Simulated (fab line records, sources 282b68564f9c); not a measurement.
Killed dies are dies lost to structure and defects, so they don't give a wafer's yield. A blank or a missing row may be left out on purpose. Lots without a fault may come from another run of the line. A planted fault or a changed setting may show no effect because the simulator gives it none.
fab line records | flow rit_cmos
record lots=14 wafers=42 last_day=8
route steps=202 shown NRETRO@62 NSD@140 SDANNEAL@156 PLDD@159 M1@202
lots that met no fault: from a run of the same line without faults
start_h: hours from the record's first day to the start of the lot's first wafer shown | wait_h: hours since the lot's step before | " the same as in the row above | L1.1+2: a row that stands for several wafers | - no value, or no start given | * or withheld: withheld | < > ~ a bound
route shown NAME@n: a module of which the file shows steps, and the number in the route of the first | usual: mean/standard deviation of fault-free wafers | same: alike in all rows | chamber/n: place in a boat | sites: the reading at each site | _std_site: their standard deviation | _edge_site: outer sites' mean less inner sites' | radius_mm: how far each site lies from the wafer's centre | mask NAME#n: copy n | behind: the tool/chamber that last shaped the wafer | hold: why the lot was held/for how many hours/how that ended | device: the transistor (n, p or np) that didn't switch | end of line: the same wafers' tests at the end of the route | a step without rows: its recipe alone | killed: dies lost to structure and defects at the first sort, not the wafer's yield | map: a wafer's dies, x killed, . not, _ none there
set.NAME: the setting as run; set.NAME@STEP: as run at that earlier step | model.NAME: the simulator's own value behind a step, which no gauge read
steps of the route over a sample of lots; a table a step, a row a wafer
services: from which hour (start_h, from the record's first day; less than 0 if before it) a tool's chamber was out of use, for how many hours, and why
## steps
# step RIT_NRETRO_STRIP_09
# recipe chemistry=O2 time_s=180 resist=NOVOLAK platen_temp_c=withheld power_w=500 pressure_mtorr=4000 o2_flow_sccm=4000
# usual drypump_motor_current_A=5.7/0.56
# columns lot.wafer tool chamber start_h wait_h drypump_motor_current_A rf_hours_counter_h
L505.1 plasma_asher-03 0 35.11 0.1 6.3 34
L505.2 " 1 " " 5.5 34
L505.4 " 1 " " 5.4 -
L507.2 plasma_asher-01 0 46.39 0.1 5.1 26
L507.3 " 1 " " 5.8 -
L507.6 " 0 " " 5.1 -
L508.1 plasma_asher-02 0 47.29 0.1 5.1 41
L508.3 " 1 " " 6.6 -
L508.5 " 1 " " 6.6 -
L511.1 plasma_asher-02 1 61.86 0.1 6.6 43
L511.4 " 0 " " 5.1 -
L511.5 " 0 " " 5.1 -
L512.1 plasma_asher-01 0 66.94 0.1 5.1 28
L512.2 " 1 " " 5.7 28
L512.5 " 0 " " 5.1 -
L513.1 plasma_asher-03 1 73.76 0.1 5.4 39
L513.5 " 0 " " 6.3 -
L513.6 " 1 " " 5.4 -
L514.1 plasma_asher-01 1 80.84 0.1 5.7 30
L514.3 " 0 " " 5.1 -
L514.5 " 0 " " 5.1 -
L515.1 plasma_asher-01 0 81.55 0.1 5.1 30
L515.2 " 1 " " 5.8 30
L515.3 " 1 " " 5.7 -
L516.2 plasma_asher-01 1 89.66 0.1 5.7 31
L516.5 " 0 " " 5.1 -
L516.6 " 1 " " 5.7 -
L517.3 plasma_asher-01 0 94.48 0.1 5.1 -
L517.4 " 1 " " 5.7 -
L517.6 " 0 " " 5.1 -
L518.1 plasma_asher-01 0 95.03 0.1 5.1 31
L518.2 " 1 " " 5.8 31
L518.3 " 0 " " 5.1 -
L522.1 plasma_asher-03 0 119.53 0.1 6.2 44
L522.3 " 0 " " 6.3 -
L522.6 " 1 " " 5.5 -
L523.1 plasma_asher-01 0 129.42 0.1 5.1 35
L523.2 " 1 " " 5.8 35
L523.4 " 0 " " 5.1 -
L528.1 plasma_asher-03 0 154.05 0.1 6.3 47
L528.2 " 1 " " 5.4 47
L528.5 " 0 " " 6.3 -
# step RIT_NSD_STRIP_09
# recipe chemistry=O2 time_s=180 resist=NOVOLAK platen_temp_c=withheld power_w=500 pressure_mtorr=4000 o2_flow_sccm=4000
# usual drypump_motor_current_A=5.7/0.38
# columns lot.wafer tool chamber start_h wait_h drypump_motor_current_A rf_hours_counter_h
L505.1 plasma_asher-03 0 55.63 0.1 6.3 37
L505.2 " 1 " " 5.5 37
L505.4 " 1 " " 5.5 -
L507.2 plasma_asher-04 1 63.52 0.1 5.6 42
L507.3 " 0 " " 5.9 -
L507.6 " 1 " " 5.6 -
L508.1 plasma_asher-03 1 65.96 0.1 5.5 38
L508.3 " 0 " " 6.3 -
L508.5 " 0 " " 6.2 -
L511.1 plasma_asher-03 0 82.19 0.1 6.3 40
L511.4 " 0 " " 6.3 -
L511.5 " 0 " " 6.3 -
L512.1 plasma_asher-04 0 93.03 0.1 5.9 45
L512.2 " 1 " " 5.7 45
L512.5 " 0 " " 5.9 -
L513.1 plasma_asher-03 1 95.35 0.1 5.5 41
L513.5 " 1 " " 5.5 -
L513.6 " 0 " " 6.3 -
L514.1 plasma_asher-03 0 100.15 0.1 6.2 42
L514.3 " 0 " " 6.2 -
L514.5 " 0 " " 6.2 -
L515.1 plasma_asher-04 1 104.09 0.1 5.7 46
L515.2 " 0 " " 5.9 46
L515.3 " 1 " " 5.6 -
L516.2 plasma_asher-03 1 113.89 0.1 5.5 43
L516.5 " 1 " " 5.5 -
L516.6 " 0 " " 6.3 -
L517.3 plasma_asher-03 0 115.97 0.1 6.3 -
L517.4 " 1 " " 5.4 -
L517.6 " 1 " " 5.5 -
L518.1 plasma_asher-04 0 116.98 0.1 5.9 48
L518.2 " 1 " " 5.6 48
L518.3 " 0 " " 5.9 -
L522.1 plasma_asher-01 1 149.89 0.1 5.7 37
L522.3 " 1 " " 5.8 -
L522.6 " 0 " " 5.1 -
L523.1 plasma_asher-03 0 154.70 0.1 6.2 47
L523.2 " 1 " " 5.4 47
L523.4 " 0 " " 6.2 -
L528.1 plasma_asher-01 1 175.01 0.1 5.7 40
L528.2 " 0 " " 5.1 40
L528.5 " 0 " " 5.1 -
# step RIT_SDANNEAL_RTA_03
# recipe temp_c=1050 time_s=5 idle_temp_c=600 ramp_up_c_per_s=342 ramp_down_c_per_s=171 cool_to_c=600 ambient=N2
# usual wafer_temp_C_max=1053.6/1.3
# columns lot.wafer tool chamber start_h wait_h wafer_temp_C_max
L505.1 rtp_anneal-01 0 57.81 0.0 1053.7
L505.2 " 0 " " 1054.6
L505.4 " 0 " " 1053.8
L507.2 rtp_anneal-02 0 65.56 0.0 1053.8
L507.3 " 0 " " 1052.5
L507.6 " 0 " " 1052.8
L508.1 rtp_anneal-01 0 68.17 0.0 1054.2
L508.3 " 0 " " 1052.8
L508.5 " 0 " " 1054.1
L511.1 rtp_anneal-02 0 84.42 0.0 1052.9
L511.4 " 0 " " 1053.4
L511.5 " 0 " " 1052.2
L512.1 rtp_anneal-01 0 95.28 0.0 1052.2
L512.2 " 0 " " 1055.6
L512.5 " 0 " " 1053.1
L513.1 rtp_anneal-02 0 97.37 0.0 1054.0
L513.5 " 0 " " 1053.5
L513.6 " 0 " " 1055.6
L514.1 rtp_anneal-01 0 102.32 0.0 1054.2
L514.3 " 0 " " 1054.4
L514.5 " 0 " " 1054.4
L515.1 rtp_anneal-02 0 106.11 0.0 1053.6
L515.2 " 0 " " 1051.8
L515.3 " 0 " " 1053.3
L516.2 rtp_anneal-01 0 115.94 0.0 1052.8
L516.5 " 0 " " 1055.5
L516.6 " 0 " " 1055.4
L517.3 rtp_anneal-02 0 117.97 0.0 1053.0
L517.4 " 0 " " 1052.4
L517.6 " 0 " " 1058.1
L518.1 rtp_anneal-01 0 119.02 0.0 1051.8
L518.2 " 0 " " 1053.1
L518.3 " 0 " " 1051.8
L522.1 rtp_anneal-01 0 152.04 0.0 1053.9
L522.3 " 0 " " 1052.1
L522.6 " 0 " " 1054.0
L523.1 rtp_anneal-02 0 157.49 0.0 1055.0
L523.2 " 0 " " 1055.4
L523.4 " 0 " " 1053.5
L528.1 rtp_anneal-01 0 177.15 0.0 1054.3
L528.2 " 0 " " 1053.8
L528.5 " 0 " " 1054.8
# step RIT_SDANNEAL_RS_MEAS_06
# recipe thk_meas_gauge=four-point-probe
# usual PLDD_RS=178.7/0.47
# columns lot.wafer tool chamber start_h wait_h PLDD_RS[ohm/sq]
L505.1 film_metro-04 - 58.11 0.1 178.3
L505.2 " - " " 178.0
L505.4 " - " " 178.0
L507.2 film_metro-01 - 65.87 0.1 178.6
L507.3 " - " " 177.9
L507.6 " - " " 178.2
L508.1 film_metro-04 - 68.47 0.1 178.6
L508.3 " - " " 179.1
L508.5 " - " " 179.0
L511.1 film_metro-02 - 84.72 0.1 178.1
L511.4 " - " " 178.9
L511.5 " - " " 178.0
L512.1 film_metro-04 - 95.58 0.1 179.0
L512.2 " - " " 178.2
L512.5 " - " " 179.7
L513.1 film_metro-02 - 97.67 0.1 179.0
L513.5 " - " " 178.8
L513.6 " - " " 178.9
L514.1 film_metro-04 - 102.62 0.1 178.7
L514.3 " - " " 179.0
L514.5 " - " " 179.0
L515.1 film_metro-01 - 106.41 0.1 177.5
L515.2 " - " " 177.6
L515.3 " - " " 178.6
L516.2 film_metro-01 - 116.24 0.1 178.8
L516.5 " - " " 178.7
L516.6 " - " " 178.8
L517.3 film_metro-04 - 118.29 0.1 178.7
L517.4 " - " " 178.7
L517.6 " - " " 179.3
L518.1 film_metro-04 - 119.32 0.1 178.9
L518.2 " - " " 178.7
L518.3 " - " " 179.1
L522.1 film_metro-02 - 152.34 0.1 178.2
L522.3 " - " " 177.9
L522.6 " - " " 178.2
L523.1 film_metro-04 - 157.79 0.1 178.4
L523.2 " - " " 178.7
L523.4 " - " " 178.5
L528.1 film_metro-04 - 177.45 0.1 179.4
L528.2 " - " " 179.5
L528.5 " - " " 179.0
# step RIT_M1_PROBE_99
# usual killed_at_contacts=0.0/0.2 killed_at_front_end=7.0/2.8 killed_dies=7.0/2.8 killed_on_rim=2.0/1.4 killed_open=3.4/1.9 killed_short=3.6/2
# same gross_dies=264 killed_at_M0_to_M3=0 killed_at_M4_up=0 killed_at_back_side=0 killed_at_other=0
# columns lot.wafer tool chamber start_h wait_h hold killed_at_contacts killed_at_front_end killed_dies killed_on_rim killed_open killed_short
L505.1 prober-01 - 65.16 0.1 - 0 7 7 4 5 2
L505.2 prober-01 - 65.21 0.1 - 0 4 4 0 1 3
L505.4 prober-01 - 65.31 0.2 - 0 5 5 2 2 3
L507.2 prober-02 - 73.05 0.1 - 0 11 11 1 4 7
L507.3 prober-02 - 73.10 0.2 - 0 7 7 2 3 4
L507.6 prober-02 - 73.25 0.2 - 0 3 3 1 1 2
L508.1 prober-01 - 75.62 0.1 - 0 7 7 1 3 4
L508.3 prober-01 - 75.72 0.2 - 0 6 6 0 1 5
L508.5 prober-01 - 75.82 0.2 - 0 10 10 1 8 2
L511.1 prober-02 - 92.18 0.1 - 0 8 8 1 4 4
L511.4 prober-02 - 92.33 0.2 - 0 4 4 1 3 1
L511.5 prober-02 - 92.38 0.2 - 0 5 5 0 1 4
L512.1 prober-01 - 102.96 0.1 - 0 5 5 3 3 2
L512.2 prober-01 - 103.01 0.1 - 0 3 3 1 0 3
L512.5 prober-01 - 103.16 0.2 - 0 2 2 0 0 2
L513.1 prober-02 - 104.92 0.1 - 0 1 1 0 1 0
L513.5 prober-02 - 105.12 0.2 - 0 11 11 3 6 5
L513.6 prober-02 - 105.17 0.2 - 0 8 8 1 4 4
L514.1 prober-01 - 112.22 0.1 - 0 7 7 2 5 2
L514.3 prober-01 - 112.32 0.2 - 0 9 9 2 4 5
L514.5 prober-01 - 112.42 0.2 - 0 11 11 1 4 7
L515.1 prober-02 - 113.72 0.1 - 0 5 5 1 1 4
L515.2 prober-02 - 113.77 0.1 - 0 10 10 3 4 6
L515.3 prober-02 - 113.82 0.2 - 0 4 4 3 2 2
L516.2 prober-01 - 123.41 0.1 - 0 9 9 3 2 7
L516.5 prober-01 - 123.56 0.2 - 0 8 8 1 6 2
L516.6 prober-01 - 123.61 0.2 - 0 10 10 4 5 5
L517.3 prober-02 - 125.41 0.2 - 0 13 13 5 4 9
L517.4 prober-02 - 125.46 0.2 - 0 7 7 2 3 4
L517.6 prober-02 - 125.56 0.2 - 0 8 8 1 3 5
L518.1 prober-01 - 126.81 0.1 await_dispo/1.6h/release 0 32 32 11 4 5
L518.2 prober-01 - 126.86 0.1 await_dispo/1.6h/release 0 5 5 2 2 3
L518.3 prober-01 - 126.91 0.2 await_dispo/1.6h/release 0 27 27 11 5 3
L522.1 prober-01 - 159.44 0.1 - 1 6 7 3 3 4
L522.3 prober-01 - 159.54 0.2 - 0 8 8 2 4 4
L522.6 prober-01 - 159.69 0.2 - 0 5 5 3 2 3
L523.1 prober-02 - 165.14 0.1 await_dispo/4.0h/release 0 26 26 9 5 5
L523.2 prober-02 - 165.19 0.1 await_dispo/4.0h/release 0 11 11 6 6 5
L523.4 prober-02 - 165.29 0.2 await_dispo/4.0h/release 0 26 26 9 1 6
L528.1 prober-01 - 184.68 0.1 - 0 2 2 0 1 1
L528.2 prober-01 - 184.73 0.1 - 0 7 7 2 4 3
L528.5 prober-01 - 184.88 0.2 - 0 4 4 3 3 1
# killed by level:class
L505.1 SPACER:geometric_particle:open=3 SPACER:geometric_particle:short=2 REOX:geometric_particle:open=1 SILICIDE:geometric_particle:open=1
L505.2 SPACER:geometric_particle:short=2 REOX:geometric_particle:short=1 SPACER:geometric_particle:open=1
L505.4 GATE:geometric_particle:open=2 SILICIDE:geometric_particle:short=2 FOX1:geometric_particle:short=1
L507.2 GATE:geometric_particle:short=3 REOX:geometric_particle:open=3 FOX2:geometric_particle:short=2 FOX1:geometric_particle:open=1 REOX:geometric_particle:short=1 SILICIDE:geometric_particle:short=1
L507.3 GATE:geometric_particle:short=3 GATE:geometric_particle:open=2 REOX:geometric_particle:short=1 SILICIDE:geometric_particle:open=1
L507.6 GATE:geometric_particle:open=1 REOX:geometric_particle:short=1 SPACER:geometric_particle:short=1
L508.1 GATE:geometric_particle:short=4 FOX2:geometric_particle:open=1 GATE:geometric_particle:open=1 SILICIDE:geometric_particle:open=1
L508.3 GATE:geometric_particle:short=2 SILICIDE:geometric_particle:short=2 GATE:geometric_particle:open=1 SPACER:geometric_particle:short=1
L508.5 GATE:geometric_particle:open=4 FOX1:geometric_particle:open=2 FOX2:geometric_particle:open=2 GATE:geometric_particle:short=1 REOX:geometric_particle:short=1
L511.1 GATE:geometric_particle:short=3 FOX1:geometric_particle:open=1 FOX1:geometric_particle:short=1 REOX:geometric_particle:open=1 SPACER:geometric_particle:open=1 SILICIDE:geometric_particle:open=1
L511.4 GATE:geometric_particle:open=1 SPACER:geometric_particle:open=1 SPACER:geometric_particle:short=1 SILICIDE:geometric_particle:open=1
L511.5 GATE:geometric_particle:short=3 GATE:geometric_particle:open=1 SILICIDE:geometric_particle:short=1
L512.1 FOX1:geometric_particle:open=1 FOX1:geometric_particle:short=1 FOX2:geometric_particle:open=1 SPACER:geometric_particle:open=1 SILICIDE:geometric_particle:short=1
L512.2 SPACER:geometric_particle:short=2 FOX1:geometric_particle:short=1
L512.5 FOX1:geometric_particle:short=1 REOX:geometric_particle:short=1
L513.1 GATE:geometric_particle:open=1
L513.5 GATE:geometric_particle:short=3 GATE:geometric_particle:open=2 SILICIDE:geometric_particle:open=2 FOX1:geometric_particle:short=1 FOX2:geometric_particle:open=1 REOX:geometric_particle:short=1 SPACER:geometric_particle:open=1
L513.6 SPACER:geometric_particle:open=3 GATE:geometric_particle:short=2 GATE:geometric_particle:open=1 REOX:geometric_particle:short=1 SPACER:geometric_particle:short=1
L514.1 FOX1:geometric_particle:open=1 FOX1:geometric_particle:short=1 FOX2:geometric_particle:open=1 GATE:geometric_particle:open=1 REOX:geometric_particle:open=1 SPACER:geometric_particle:open=1 SILICIDE:geometric_particle:short=1
L514.3 SILICIDE:geometric_particle:short=4 SILICIDE:geometric_particle:open=3 GATE:geometric_particle:short=1 REOX:geometric_particle:open=1
L514.5 REOX:geometric_particle:short=3 SILICIDE:geometric_particle:short=2 FOX1:geometric_particle:open=1 FOX2:geometric_particle:short=1 GATE:geometric_particle:short=1 GATE:geometric_particle:open=1 SPACER:geometric_particle:open=1 SILICIDE:geometric_particle:open=1
L515.1 GATE:geometric_particle:short=3 ACTIVE:geometric_particle:short=1 GATE:geometric_particle:open=1
L515.2 GATE:geometric_particle:open=4 REOX:geometric_particle:short=3 GATE:geometric_particle:short=2 FOX1:geometric_particle:short=1
L515.3 SILICIDE:geometric_particle:short=2 GATE:geometric_particle:open=1 SILICIDE:geometric_particle:open=1
L516.2 REOX:geometric_particle:short=3 GATE:geometric_particle:short=2 REOX:geometric_particle:open=2 FOX1:geometric_particle:short=1 SILICIDE:geometric_particle:short=1
L516.5 GATE:geometric_particle:open=4 REOX:geometric_particle:open=2 FOX1:geometric_particle:short=1 GATE:geometric_particle:short=1
L516.6 FOX1:geometric_particle:short=2 GATE:geometric_particle:open=2 GATE:geometric_particle:short=2 FOX1:geometric_particle:open=1 REOX:geometric_particle:short=1 REOX:geometric_particle:open=1 SPACER:geometric_particle:open=1
L517.3 REOX:geometric_particle:short=3 GATE:geometric_particle:short=3 FOX1:geometric_particle:open=1 FOX1:geometric_particle:short=1 FOX2:geometric_particle:short=1 GATE:geometric_particle:open=1 SPACER:geometric_particle:open=1 SPACER:geometric_particle:short=1
L517.4 GATE:geometric_particle:short=3 ACTIVE:geometric_particle:open=1 FOX2:geometric_particle:short=1 FOX2:geometric_particle:open=1 GATE:geometric_particle:open=1
L517.6 GATE:geometric_particle:short=2 GATE:geometric_particle:open=2 SILICIDE:geometric_particle:short=2 REOX:geometric_particle:short=1 SILICIDE:geometric_particle:open=1
L518.1 NRETRO:unspecified=23 GATE:geometric_particle:open=3 GATE:geometric_particle:short=2 FOX1:geometric_particle:open=1 FOX2:geometric_particle:short=1 REOX:geometric_particle:short=1 SILICIDE:geometric_particle:short=1
L518.2 GATE:geometric_particle:short=3 GATE:geometric_particle:open=2
L518.3 NRETRO:unspecified=19 GATE:geometric_particle:open=4 FOX2:geometric_particle:short=2 FOX1:geometric_particle:short=1 FOX1:geometric_particle:open=1
L522.1 GATE:geometric_particle:short=2 GATE:geometric_particle:open=1 SPACER:geometric_particle:open=1 SILICIDE:geometric_particle:open=1 SILICIDE:geometric_particle:short=1 CONTACT:geometric_particle:short=1
L522.3 GATE:geometric_particle:short=3 GATE:geometric_particle:open=2 FOX2:geometric_particle:open=1 SPACER:geometric_particle:open=1 SILICIDE:geometric_particle:short=1
L522.6 ACTIVE:geometric_particle:short=1 FOX1:geometric_particle:open=1 GATE:geometric_particle:short=1 REOX:geometric_particle:short=1 SILICIDE:geometric_particle:open=1
L523.1 NRETRO:unspecified=16 GATE:geometric_particle:open=4 REOX:geometric_particle:short=3 FOX1:geometric_particle:open=1 GATE:geometric_particle:short=1 SPACER:geometric_particle:short=1
L523.2 GATE:geometric_particle:open=5 GATE:geometric_particle:short=2 SILICIDE:geometric_particle:short=2 REOX:geometric_particle:short=1 REOX:geometric_particle:open=1
L523.4 NRETRO:unspecified=19 GATE:geometric_particle:short=2 SPACER:geometric_particle:short=2 GATE:geometric_particle:open=1 REOX:geometric_particle:short=1 SILICIDE:geometric_particle:short=1
L528.1 GATE:geometric_particle:open=1 GATE:geometric_particle:short=1
L528.2 GATE:geometric_particle:short=3 REOX:geometric_particle:open=2 GATE:geometric_particle:open=1 SILICIDE:geometric_particle:open=1
L528.5 GATE:geometric_particle:open=1 REOX:geometric_particle:short=1 SPACER:geometric_particle:open=1 SILICIDE:geometric_particle:open=1
## services
# columns tool chamber start_h hours kind
plasma_asher-02 - 108.75 9.0 pm
plasma_asher-02 0 108.75 11.4 vent_cycle
plasma_asher-02 1 108.75 11.4 vent_cycle
plasma_asher-02 - 116.00 4.1 repair
plasma_asher-02 0 117.75 - clean
plasma_asher-02 1 117.75 - clean
plasma_asher-01 - 132.24 3.4 repair
plasma_asher-02 - 149.27 3.2 repair
## key
first_sign step=RIT_M1_PROBE_99 reading=killed_at_front_end direction=up sigmas=7.5 usual=7.0 struck=27.8
effect step=RIT_M1_PROBE_99 reading=killed_dies direction=up sigmas=7.3 usual=7.0 struck=27.8
met_at RIT_NRETRO_STRIP_09
struck_lots L518,L523
struck_wafers L518.1,L518.3,L523.1,L523.4
tester_left_out L518,L523
not_acting_at RIT_NSD_STRIP_09,RIT_SDANNEAL_RTA_03,RIT_SDANNEAL_RS_MEAS_06
onset_between 94.48 95.03
fault kind=chamber_particle_source tool=plasma_asher-01 chamber=0 onset_h=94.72 steps=RIT_NRETRO_STRIP_09 rate_per_visit_cm2=2.1688 end_h=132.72
# tester_left_out: of these lots the tester's yield and bins aren't shown, on N5 and GAA mostly nor the transistor test; their killed dies are dies lost to structure and defects alone, not to doping, threshold or leakage, so they don't give the yield
